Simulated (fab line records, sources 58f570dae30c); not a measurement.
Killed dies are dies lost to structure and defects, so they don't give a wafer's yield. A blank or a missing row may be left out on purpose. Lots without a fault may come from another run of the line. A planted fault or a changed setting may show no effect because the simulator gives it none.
fab line records | flow berkeley_cmos170 | part 2 of 2: steps 25 to 34 of 34
record lots=5 wafers=15 last_day=13
route steps=331 shown V1@254 M2@271
lots that met no fault: from a run of the same line without faults
start_h: hours from the record's first day to the start of the lot's first wafer shown | wait_h: hours since the lot's step before | " the same as in the row above | L1.1+2: a row that stands for several wafers | - no value, or no start given | * or withheld: withheld | < > ~ a bound
route shown NAME@n: a module of which the file shows steps, and the number in the route of the first | usual: mean/standard deviation of fault-free wafers | same: alike in all rows | chamber/n: place in a boat | sites: the reading at each site | _std_site: their standard deviation | _edge_site: outer sites' mean less inner sites' | radius_mm: how far each site lies from the wafer's centre | mask NAME#n: copy n | behind: the tool/chamber that last shaped the wafer | hold: why the lot was held/for how many hours/how that ended | device: the transistor (n, p or np) that didn't switch | end of line: the same wafers' tests at the end of the route | a step without rows: its recipe alone | killed: dies lost to structure and defects at the first sort, not the wafer's yield | map: a wafer's dies, x killed, . not, _ none there
set.NAME: the setting as run; set.NAME@STEP: as run at that earlier step | model.NAME: the simulator's own value behind a step, which no gauge read
lots at some steps of the route; a table a step, a row a wafer
services: from which hour (start_h, from the record's first day; less than 0 if before it) a tool's chamber was out of use, for how many hours, and why
## steps
# step UCB170_M2_STRIP_07
# recipe chemistry=O2 power_w=400 pressure_mtorr=3500 platen_temp_c=withheld o2_flow_sccm=400 overash_fraction=0.5
# usual drypump_motor_current_A=5.8/0.51 oes_product_au=0.735/0.0047 strip_time_to_endpoint_s=21.96/0.065
# same overash_fraction=0.5
# columns lot.wafer tool chamber start_h wait_h drypump_motor_current_A oes_product_au rf_hours_counter_h strip_time_to_endpoint_s
L079.1 plasma_asher-04 1 210.82 0.1 5.7 0.735 10 21.97
L079.2 " 0 " " 5.2 0.727 10 22.00
L079.3 " 1 " " 5.8 0.729 - 22.09
L080.1 plasma_asher-03 0 228.76 0.1 6.7 0.738 51 21.92
L080.3 " 1 " " 5.4 0.731 - 21.98
L080.6 " 0 " " 6.7 0.734 - 22.01
L085.1 plasma_asher-01 1 241.86 0.1 6.2 0.735 56 22.01
L085.4 " 0 " " 6.2 0.730 - 21.99
L085.5 " 0 " " 6.2 0.738 - 22.00
L096.2 plasma_asher-03 1 290.96 0.1 5.4 0.732 59 21.82
L096.4 " 0 " " 6.6 0.734 - 21.87
L096.6 " 0 " " 6.7 0.738 - 21.85
L094.2 plasma_asher-01 1 291.86 0.1 6.2 0.739 59 22.00
L094.3 " 0 " " 6.2 0.736 - 21.99
L094.6 " 1 " " 6.3 0.735 - 22.07
# step UCB170_M2_STRIP_08
# recipe chemistry=DMSO temp_c=80 time_s=600 material=KrF
# columns lot.wafer tool chamber start_h wait_h
L079.1+2+3 wet_bench-04 0 210.92 0.1
L080.1+3+6 wet_bench-03 0 229.04 0.2
L085.1+4+5 wet_bench-02 0 241.96 0.1
L096.2+4+6 wet_bench-04 2 291.06 0.1
L094.2+3+6 wet_bench-03 1 291.96 0.1
# step UCB170_M2_COAT_09
# recipe resist=BARC temp_c=withheld time_s=withheld spin_rpm=3000 resist_thk_nm=withheld
# usual dispense_pressure_kPa=50/3.9 exhaust_pa=45.0/0.88
# columns lot.wafer tool chamber start_h wait_h dispense_pressure_kPa exhaust_pa
L079.1 litho_track-02 0 212.09 1.0 48 45.4
L079.2 " 0 " " 48 46.0
L079.3 " 0 " " 48 45.5
L080.1 litho_track-04 0 229.50 0.2 46 44.5
L080.3 " 0 " " 46 45.0
L080.6 " 0 " " 46 46.3
L085.1 litho_track-01 0 242.76 0.6 55 45.1
L085.4 " 0 " " 55 45.3
L085.5 " 0 " " 55 45.0
L096.2 litho_track-01 0 291.74 0.3 55 46.0
L096.4 " 0 " " 55 44.9
L096.6 " 0 " " 55 45.7
L094.2 litho_track-01 0 292.19 0.1 55 43.7
L094.3 " 0 " " 55 42.5
L094.6 " 0 " " 55 45.4
# step UCB170_M2_COAT_10
# recipe resist=KrF spin_rpm=1500 resist_thk_nm=900
# usual dispense_pressure_kPa=50/3.9 exhaust_pa=45.1/0.87
# columns lot.wafer tool chamber start_h wait_h dispense_pressure_kPa exhaust_pa
L079.1 litho_track-02 0 - - 48 44.8
L079.2 " 0 " " 48 45.4
L079.3 " 0 " " 48 44.7
L080.1 litho_track-04 0 - - 46 44.6
L080.3 " 0 " " 46 44.6
L080.6 " 0 " " 46 44.2
L085.1 litho_track-01 0 - - 55 44.1
L085.4 " 0 " " 55 45.5
L085.5 " 0 " " 55 45.9
L096.2 litho_track-01 0 - - 55 45.6
L096.4 " 0 " " 55 44.4
L096.6 " 0 " " 55 45.1
L094.2 litho_track-01 0 - - 55 46.5
L094.3 " 0 " " 55 46.8
L094.6 " 0 " " 55 47.3
# step UCB170_M2_SOFTBAKE_11
# recipe resist=KrF temp_c=130 time_s=60
# usual exhaust_pa=45.1/0.92
# columns lot.wafer tool chamber start_h wait_h exhaust_pa
L079.1 litho_track-02 0 - - 45.2
L079.2 " 0 " " 46.7
L079.3 " 0 " " 44.7
L080.1 litho_track-04 0 - - 45.5
L080.3 " 0 " " 45.6
L080.6 " 0 " " 45.9
L085.1 litho_track-01 0 - - 46.5
L085.4 " 0 " " 45.7
L085.5 " 0 " " 44.0
L096.2 litho_track-01 0 - - 43.6
L096.4 " 0 " " 45.5
L096.6 " 0 " " 44.9
L094.2 litho_track-01 0 - - 46.0
L094.3 " 0 " " 45.3
L094.6 " 0 " " 46.4
# step UCB170_M2_EXPOSE_12
# recipe mask_id=METAL2 target_cd_nm=700 na=0.5 sigma_outer=0.6 source_shape=conventional dose_mj=26
# usual exposure_dose_mJ_cm2=25.999/0.026 reticle_temp_C=22.98/0.092 stage_vel_mm_s=500.04/0.28
# columns lot.wafer tool chamber start_h wait_h mask exposure_dose_mJ_cm2 reticle_temp_C stage_vel_mm_s
L079.1 krf_scanner-01 0 212.54 - METAL2#0 25.977 23.07 499.76
L079.2 " 0 " " METAL2#0 25.991 23.00 499.95
L079.3 " 0 " " METAL2#0 26.019 22.92 499.76
L080.1 krf_scanner-01 0 230.10 - METAL2#0 25.972 23.11 499.84
L080.3 " 0 " " METAL2#0 25.955 22.99 500.19
L080.6 " 0 " " METAL2#0 26.021 23.02 499.71
L085.1 krf_scanner-01 0 243.21 - METAL2#0 25.983 22.82 499.93
L085.4 " 0 " " METAL2#0 26.028 23.04 500.20
L085.5 " 0 " " METAL2#0 26.007 22.86 499.68
L096.2 krf_scanner-01 0 292.31 - METAL2#0 25.969 23.00 500.13
L096.4 " 0 " " METAL2#0 26.003 23.02 500.01
L096.6 " 0 " " METAL2#0 25.968 23.04 499.99
L094.2 krf_scanner-02 0 292.76 - METAL2#0 25.986 23.06 500.10
L094.3 " 0 " " METAL2#0 26.043 23.12 500.24
L094.6 " 0 " " METAL2#0 25.994 22.97 500.27
# step UCB170_M2_PEB_13
# recipe peb_temp_c=130 peb_time_s=withheld resist=KrF
# usual exhaust_pa=44.9/0.93
# columns lot.wafer tool chamber start_h wait_h exhaust_pa
L079.1 litho_track-04 0 213.27 0.7 45.9
L079.2 " 0 " " 45.6
L079.3 " 0 " " 46.4
L080.1 litho_track-01 0 230.56 0.4 44.4
L080.3 " 0 " " 44.6
L080.6 " 0 " " 45.0
L085.1 litho_track-01 0 243.76 0.5 44.3
L085.4 " 0 " " 45.5
L085.5 " 0 " " 45.3
L096.2 litho_track-04 0 292.61 0.3 45.4
L096.4 " 0 " " 46.5
L096.6 " 0 " " 45.8
L094.2 litho_track-04 0 292.88 0.1 45.4
L094.3 " 0 " " 44.4
L094.6 " 0 " " 44.9
# step UCB170_M2_DEVELOP_14
# recipe developer=TMAH develop_time_s=45 resist=KrF dev_temp_c=21
# usual developer_temp_C=20.98/0.1 exhaust_pa=45.1/0.83
# columns lot.wafer tool chamber start_h wait_h developer_temp_C exhaust_pa
L079.1 litho_track-04 0 - - 20.88 45.6
L079.2 " 0 " " 21.04 44.8
L079.3 " 0 " " 21.03 46.0
L080.1 litho_track-01 0 - - 20.97 44.1
L080.3 " 0 " " 20.88 45.4
L080.6 " 0 " " 20.88 45.2
L085.1 litho_track-01 0 - - 21.16 44.9
L085.4 " 0 " " 21.24 45.1
L085.5 " 0 " " 21.10 44.1
L096.2 litho_track-04 0 - - 20.90 45.6
L096.4 " 0 " " 20.92 44.4
L096.6 " 0 " " 20.91 45.0
L094.2 litho_track-04 0 - - 20.89 45.4
L094.3 " 0 " " 20.98 45.6
L094.6 " 0 " " 20.94 45.5
# step UCB170_M2_CD_MEAS_15
# recipe target_cd_nm=700
# usual cd_nm=700.1/1.6
# columns lot.wafer tool chamber start_h wait_h cd_nm
L079.1 cd_sem-01 - 213.55 - 700.3
L079.2 " - " " 699.2
L079.3 " - " " 699.2
L080.1 cd_sem-02 - 230.83 - 701.8
L080.3 " - " " 702.6
L080.6 " - " " 703.0
L085.1 cd_sem-01 - 244.06 - 700.7
L085.4 " - " " 700.8
L085.5 " - " " 701.5
L096.2 cd_sem-01 - 292.88 - 700.6
L096.4 " - " " 701.0
L096.6 " - " " 702.0
L094.2 cd_sem-01 - 293.15 - 699.2
L094.3 " - " " 699.0
L094.6 " - " " 697.7
# step UCB170_M2_OVL_MEAS_16
# usual M2_OVL=-1/5.7
# columns lot.wafer tool chamber start_h wait_h M2_OVL[nm]
L079.1 overlay-01 - 213.67 0.1 3
L079.2 " - " " -6
L079.3 " - " " 1
L080.1 overlay-02 - 230.95 0.1 0
L080.3 " - " " -2
L080.6 " - " " 0
L085.1 overlay-02 - 244.18 0.1 2
L085.4 " - " " 6
L085.5 " - " " 1
L096.2 overlay-02 - 292.98 0.1 -2
L096.4 " - " " -2
L096.6 " - " " -3
L094.2 overlay-01 - 293.26 0.1 -4
L094.3 " - " " -1
L094.6 " - " " -3
## services
# columns tool chamber start_h hours kind
cmp-02 - 185.78 5.7 repair
pvd_sputter-01 - 187.56 9.7 repair
plasma_asher-03 - 189.58 5.7 repair
cmp-02 - 201.44 7.1 pm
pvd_sputter-01 - 201.68 3.0 repair
rie_diel-04 - 203.36 0.4 repair
pvd_sputter-01 - 203.90 9.5 repair
cmp-02 - 212.51 2.0 repair
krf_scanner-01 - 212.89 1.0 pm
krf_scanner-01 - 229.60 0.3 repair
cmp-02 - 232.00 4.0 pm
krf_scanner-02 - 234.46 0.8 pm
krf_scanner-01 - 235.21 1.3 pm
krf_scanner-02 - 243.71 0.7 repair
krf_scanner-02 - 248.65 1.0 pm
pvd_sputter-04 - 248.80 0.6 repair
wet_bench-03 - 251.42 1.9 pm
plasma_asher-01 - 257.01 23.7 repair
pvd_sputter-02 - 261.93 1.8 repair
plasma_asher-01 - 262.05 2.0 repair
krf_scanner-01 - 277.58 0.8 pm
plasma_asher-04 - 281.23 3.3 repair
pvd_sputter-04 - 281.28 0.6 repair
krf_scanner-02 - 290.17 0.6 repair
